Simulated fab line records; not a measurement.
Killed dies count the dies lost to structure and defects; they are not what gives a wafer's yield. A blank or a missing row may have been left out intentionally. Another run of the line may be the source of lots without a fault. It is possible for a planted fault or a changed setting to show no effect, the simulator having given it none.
Check of tool commonality -- flow berkeley cmos170 -- 14 lots, 42 wafers sampled

## WHY THIS WAS OPENED
At UCB170_PFIELD_TW_MEAS_09 the reading PFIELD_TW is flagged on 2 of 14 lots. No-fault wafers: 598, standard deviation 5.3.
Rule: a lot is flagged in two cases, either no wafer of it has a number, or all its wafers with numbers fall more than 4 standard deviations from that mean. As for the other lots, they are considered sound.

lot,measured,on,"PFIELD_TW, wafer by wafer",flag
L348,day 5 07:09,film metro-02,589 589 592,
L349,day 5 08:14,film metro-04,595 598 595,
L351,day 5 20:31,film metro-04,596 595 595,
L353,day 6 03:25,film metro-02,592 595 593,
L352,day 6 03:32,film metro-03,755 753 753,FLAGGED
L354,day 6 07:51,film metro-03,608 608 605,
L358,day 7 06:54,film metro-02,738 740 736,FLAGGED
L364,day 8 03:36,film metro-02,597 598 596,
L362,day 8 03:53,film metro-04,596 592 595,
L365,day 8 14:19,film metro-03,599 595 601,
L366,day 9 03:37,film metro-03,600 596 599,
L368,day 10 01:42,film metro-02,588 590 587,
L369,day 10 02:05,film metro-02,592 591 596,
L370,day 10 13:47,film metro-04,598 601 600,
Average over the flagged lots: 746; offset from the usual +148, equal to +28 standard deviations.

## EACH LOT AND THE TOOL IT RAN ON
Before the reading, the record contains 3 process steps out of a 331-step route. Read each cell as the tool, then ch plus the chambers that the sampled wafers visited, then the start.
lot,flag,UCB170_NWELL_ETCH_13,UCB170_PFIELD_IMPLANT_07,UCB170_PFIELD_STRIP_08
L348,,"rie diel-01 ch 0,2, day 2 20:04","implanter-04 ch 0, day 5 06:54","plasma asher-04 ch 0,1, day 5 07:03"
L349,,"rie diel-03 ch 0,1,2, day 3 02:04","implanter-02 ch 0, day 5 08:00","plasma asher-04 ch 0,1, day 5 08:07"
L351,,"rie diel-01 ch 1,2, day 3 09:05","implanter-03 ch 0, day 5 20:16","plasma asher-04 ch 0,1, day 5 20:25"
L353,,"rie diel-01 ch 1,3, day 3 17:46","implanter-04 ch 0, day 6 03:10","plasma asher-02 ch 0,1, day 6 03:18"
L352,FLAGGED,"rie diel-03 ch 0,1, day 3 17:29","implanter-02 ch 0, day 6 02:54","plasma asher-03 ch 0,1, day 6 03:20"
L354,,"rie diel-02 ch 0,1,3, day 4 04:53","implanter-03 ch 0, day 6 07:36","plasma asher-03 ch 0,1, day 6 07:45"
L358,FLAGGED,"rie diel-02 ch 0,1, day 4 18:43","implanter-03 ch 0, day 7 06:20","plasma asher-04 ch 0,1, day 7 06:47"
L364,,"rie diel-02 ch 0,1,2, day 5 19:23","implanter-03 ch 0, day 8 03:22","plasma asher-04 ch 0,1, day 8 03:29"
L362,,"rie diel-01 ch 1,2,3, day 5 19:50","implanter-04 ch 0, day 8 03:38","plasma asher-02 ch 0,1, day 8 03:46"
L365,,"rie diel-02 ch 0,2,3, day 6 06:01","implanter-04 ch 0, day 8 14:05","plasma asher-03 ch 0,1, day 8 14:12"
L366,,"rie diel-03 ch 0,1,2, day 6 13:22","implanter-04 ch 0, day 9 03:23","plasma asher-04 ch 0,1, day 9 03:31"
L368,,"rie diel-03 ch 2,3, day 6 23:58","implanter-03 ch 0, day 10 01:27","plasma asher-03 ch 0,1, day 10 01:36"
L369,,"rie diel-02 ch 1,2, day 7 00:14","implanter-04 ch 0, day 10 01:52","plasma asher-04 ch 0,1, day 10 02:00"
L370,,"rie diel-01 ch 2,3, day 7 09:08","implanter-04 ch 0, day 10 13:32","plasma asher-03 ch 0,1, day 10 13:41"
What the steps here do:
- UCB170_NWELL_ETCH_13: etches Si3N4 in CH3F/Ar/O2, stops on SiO2, target depth 246.4 nm, time 154 s.
- UCB170_PFIELD_IMPLANT_07
- UCB170_PFIELD_STRIP_08: strips in O2.
- UCB170_PFIELD_TW_MEAS_09

## FLAGGED OVER TOTAL, TOOL BY TOOL (the gauges that took the reading come last)
step,tool,lots run,flagged,share of the flagged lots,sound lots run after its first flagged lot
UCB170_NWELL_ETCH_13,rie diel-01,5,0,none,-
UCB170_NWELL_ETCH_13,rie diel-02,5,1,some,"3 (L364,L365,L369)"
UCB170_NWELL_ETCH_13,rie diel-03,4,1,some,"2 (L366,L368)"
UCB170_PFIELD_IMPLANT_07,implanter-02,2,1,some,0
UCB170_PFIELD_IMPLANT_07,implanter-03,5,1,some,"2 (L364,L368)"
UCB170_PFIELD_IMPLANT_07,implanter-04,7,0,none,-
UCB170_PFIELD_STRIP_08,plasma asher-02,2,0,none,-
UCB170_PFIELD_STRIP_08,plasma asher-03,5,1,some,"4 (L354,L365,L368,L370)"
UCB170_PFIELD_STRIP_08,plasma asher-04,7,1,some,"3 (L364,L366,L369)"
UCB170_PFIELD_TW_MEAS_09,film metro-02,6,1,some,"3 (L364,L368,L369)"
UCB170_PFIELD_TW_MEAS_09,film metro-03,4,1,some,"3 (L354,L365,L366)"
UCB170_PFIELD_TW_MEAS_09,film metro-04,4,0,none,-

## WHAT THE TABLE PERMITS
No row of the table ran every flagged lot.

## WHAT THE SIMULATOR PUT IN
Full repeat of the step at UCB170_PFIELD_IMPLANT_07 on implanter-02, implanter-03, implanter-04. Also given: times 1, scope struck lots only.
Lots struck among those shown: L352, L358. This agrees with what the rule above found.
